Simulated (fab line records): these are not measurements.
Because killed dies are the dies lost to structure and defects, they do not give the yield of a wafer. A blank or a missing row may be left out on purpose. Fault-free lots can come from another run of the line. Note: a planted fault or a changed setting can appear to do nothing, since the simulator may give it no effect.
Split-lot trial | flow berkeley_cmos170 | route with 331 steps; 5 lots, 23 wafers read

SPLIT DETAILS
At UCB170_V2_ETCH_14 (etches SiO2 in CHF3/CF4/Ar, stops on Al, target depth 1250 nm, time 291 s), the setting time_s was moved away from the recipe's 291 s on 4 of the 23 wafers read, by -13.9% to +8.4%. For the rest of the wafers, this setting stayed at what the recipe calls for.

Reading taken at the split's own step.

THE READING
KrF_of_V2_COAT_07.thk_nm (the simulator's own value, which no gauge read), in nm, at UCB170_V2_ETCH_14 (etches SiO2 in CHF3/CF4/Ar, stops on Al, target depth 1250 nm, time 291 s). The file gives no usual value for it. The 19 wafers here that ran the recipe average 609.9 nm, standard deviation 3.3 nm.

wafer  | tool, chamber at the split | time_s as run, s | against the recipe | KrF_of_V2_COAT_07.thk_nm, nm | against lot-mates on the recipe
L074.1 | rie_diel-02, 0             | 291              | recipe             | 603.8                        | -
L074.2 | rie_diel-02, 3             | 291              | recipe             | 605.7                        | -
L074.4 | rie_diel-02, 1             | 315.4            | +8.4%              | 578.6                        | -26.6
L074.5 | rie_diel-02, 3             | 315.4            | +8.4%              | 579.2                        | -26.0
L074.6 | rie_diel-02, 2             | 291              | recipe             | 606.2                        | -
L077.1 | rie_diel-04, 2             | 291              | recipe             | 608.2                        | -
L077.2 | rie_diel-04, 1             | 291              | recipe             | 606                          | -
L077.4 | rie_diel-04, 2             | 291              | recipe             | 608.5                        | -
L077.5 | rie_diel-04, 0             | 291              | recipe             | 612.4                        | -
L077.6 | rie_diel-04, 1             | 291              | recipe             | 605.6                        | -
L079.2 | rie_diel-02, 0             | 291              | recipe             | 608.7                        | -
L079.5 | rie_diel-02, 3             | 291              | recipe             | 609.4                        | -
L079.6 | rie_diel-02, 2             | 291              | recipe             | 614.3                        | -
L083.1 | rie_diel-02, 0             | 291              | recipe             | 613.2                        | -
L083.2 | rie_diel-02, 3,2           | 291              | recipe             | 613.6                        | -
L083.4 | rie_diel-02, 3,2           | 291              | recipe             | 613.6                        | -
L083.3 | rie_diel-02, 1             | 291              | recipe             | 612                          | -
L083.5 | rie_diel-02, 1             | 291              | recipe             | 612.3                        | -
L082.2 | rie_diel-02, 3             | 291              | recipe             | 612.3                        | -
L082.3 | rie_diel-02, 2             | 291              | recipe             | 607.9                        | -
L082.4 | rie_diel-02, 1             | 291              | recipe             | 614.1                        | -
L082.5 | rie_diel-02, 2             | 250.5            | -13.9%             | 650                          | +38.6
L082.6 | rie_diel-02, 1             | 250.5            | -13.9%             | 644.9                        | +33.5
The file does not say which wafer passed through which chamber wherever a row lists several chambers: such a row stands for several wafers.

THE FIT
A straight line over all 23 wafers: KrF_of_V2_COAT_07.thk_nm changes by -2.98 nm for each +1% of time_s; r = -0.97; the points scatter about the line by 3.8 nm.
The same after taking each lot's own level away (the mean of its wafers on the recipe; 23 wafers): -2.75 nm for each +1%; r = -0.99; scatter 2.3 nm.
On that fit, the largest move of time_s shifts the reading by 38 nm.
Measured against the standard deviation above, the lots' own levels, which go from 605.23 to 612.94 nm, span 2.3 times it.
Hence the lot-to-lot level has little effect on the slope; both slopes agree.
Check: with one of the wafers moved furthest among these (-13.9%) left out of the fit, the line predicts +37.2 nm for it against its lot-mates. Against them it came out at +38.6 nm.

THE WHOLE CHAIN: every reading that the file lists as answering this split, in the file's order
step               | what it does                                                              | reading                                                                   | change (the file's fit)              | r (the file's)
UCB170_V2_ETCH_14  | etches SiO2 in CHF3/CF4/Ar, stops on Al, target depth 1250 nm, time 291 s | KrF_of_V2_COAT_07.thk_nm (the simulator's own value, which no gauge read) | -2.74 nm for each +1% of the setting | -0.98
UCB170_V2_STRIP_15 | strips in O2                                                              | strip_time_to_endpoint_s                                                  | withheld for each +1% of the setting | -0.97

FILE'S OWN FIT
KrF_of_V2_COAT_07.thk_nm changes by -2.74 nm for each +1% of time_s, r = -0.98.
